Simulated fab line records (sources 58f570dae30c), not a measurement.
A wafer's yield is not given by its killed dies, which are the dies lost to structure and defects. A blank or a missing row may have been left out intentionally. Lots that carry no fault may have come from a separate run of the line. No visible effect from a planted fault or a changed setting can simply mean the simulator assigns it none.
Lot-split experiment | flow berkeley-cmos170 | 23 wafers read across 5 lots, on a route 331 steps long

ON THE SPLIT
At UCB170_ACTIVE_STRIP_16 (strips in O2), the setting power-w was moved away from the recipe's 400 W on 8 of the 23 wafers read, by -8.3% to +6.7%. This setting was run at the recipe's value on the other wafers.

The split's own step is where the reading is taken.

THE READING
oes-product-au, in a.u., at UCB170_ACTIVE_STRIP_16 (strips in O2). Fault-free wafers of this fab line usually give 0.721 a.u., standard deviation 0.005 a.u.

wafer  | tool, chamber at the split | power-w as run, W | against the recipe | oes-product-au, a.u. | against lot-mates on the recipe
L074.1 | plasma-asher-02, 1         | 400               | recipe             | 0.724                | -
L074.2 | plasma-asher-02, 0         | 400               | recipe             | 0.718                | -
L074.3 | plasma-asher-02, 0         | 400               | recipe             | 0.732                | -
L074.5 | plasma-asher-02, 1         | 400               | recipe             | 0.730                | -
L074.6 | plasma-asher-02, 0         | 400               | recipe             | 0.716                | -
L078.4 | plasma-asher-04, 0         | 400               | recipe             | 0.723                | -
L078.5 | plasma-asher-04, 0         | 400               | recipe             | 0.727                | -
L078.6 | plasma-asher-04, 1         | 400               | recipe             | 0.729                | -
L079.1 | plasma-asher-04, 0         | 420.8             | +5.2%              | 0.740                | +0.022
L079.3 | plasma-asher-04, 1         | 420.8             | +5.2%              | 0.741                | +0.023
L079.4 | plasma-asher-04, 0         | 420.8             | +5.2%              | 0.740                | +0.022
L079.5 | plasma-asher-04, 1         | 400               | recipe             | 0.713                | -
L079.6 | plasma-asher-04, 0         | 400               | recipe             | 0.724                | -
L083.1 | plasma-asher-02, 1         | 400               | recipe             | 0.722                | -
L083.3 | plasma-asher-02, 1         | 400               | recipe             | 0.725                | -
L083.4 | plasma-asher-02, 0         | 426.6             | +6.7%              | 0.745                | +0.021
L083.5 | plasma-asher-02, 1         | 426.6             | +6.7%              | 0.745                | +0.021
L083.6 | plasma-asher-02, 0         | 426.6             | +6.7%              | 0.744                | +0.020
L085.2 | plasma-asher-02, 0         | 400               | recipe             | 0.724                | -
L085.3 | plasma-asher-02, 1         | 366.8             | -8.3%              | 0.689                | -0.033
L085.4 | plasma-asher-02, 0         | 400               | recipe             | 0.720                | -
L085.5 | plasma-asher-02, 0         | 366.8             | -8.3%              | 0.694                | -0.028
L085.6 | plasma-asher-02, 1         | 400               | recipe             | 0.721                | -

THE FIT
A straight line over all 23 wafers: oes-product-au changes by +0.00351 a.u. for each +1% of power-w; r = +0.95; the points scatter about the line by 0.0044 a.u.
The same after taking each lot's own level away (the mean of its wafers on the recipe; 23 wafers): +0.00359 a.u. for each +1%; r = +0.96; scatter 0.0041 a.u.
On that fit, the largest move of power-w shifts the reading by 0.03 a.u.
Measured against the standard deviation above, the lots' own levels, which go from 0.7185 to 0.7263 a.u., span 1.6 times it.
The two slopes agree, so the slope changes little with the lot-to-lot level.
Check: -0.0286 a.u. against its lot-mates is what the line predicts for one of the wafers moved furthest among these (-8.3%) when that wafer is left out of the fit. Against them it came out at -0.0327 a.u.
Tool readings at the split's step, against how far the setting was moved: oes-product-au r = +0.95; strip-time-to-endpoint-s r = -0.90.

FURTHER SPLITS ON THESE WAFERS
Before the reading, these wafers also passed through other splits. Each is held against what the fit with the lots' levels taken away leaves over:
other split on the same wafers          | wafers away from the commonest value | r with oes-product-au (lot level and that fit taken away)
UCB170_ZERO_COAT_01 resist-thk-nm       | 4                                    | -0.08
UCB170_NWELL_CVD_04 temp-c              | 18                                   | +0.26
UCB170_NWELL_ETCH_13 rf-w               | 6                                    | -0.18
UCB170_PWELL_CVD_05 pressure-mtorr      | 15                                   | -0.28
UCB170_WELLDRIVE_OXIDATION_01 ox-time-s | 15                                   | -0.10
UCB170_ACTIVE_COAT_08 spin-rpm          | 6                                    | -0.10

THE WHOLE CHAIN: every reading that the file lists as answering this split, in the file's order
step                   | what it does | reading                  | change (the file's fit)                   | r (the file's)
UCB170_ACTIVE_STRIP_16 | strips in O2 | oes-product-au           | +0.00362 a.u. for each +1% of the setting | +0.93
UCB170_ACTIVE_STRIP_16 | strips in O2 | strip-time-to-endpoint-s | withheld for each +1% of the setting      | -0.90

THE FILE'S OWN FIT
oes-product-au changes by +0.00362 a.u. for each +1% of power-w, r = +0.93.
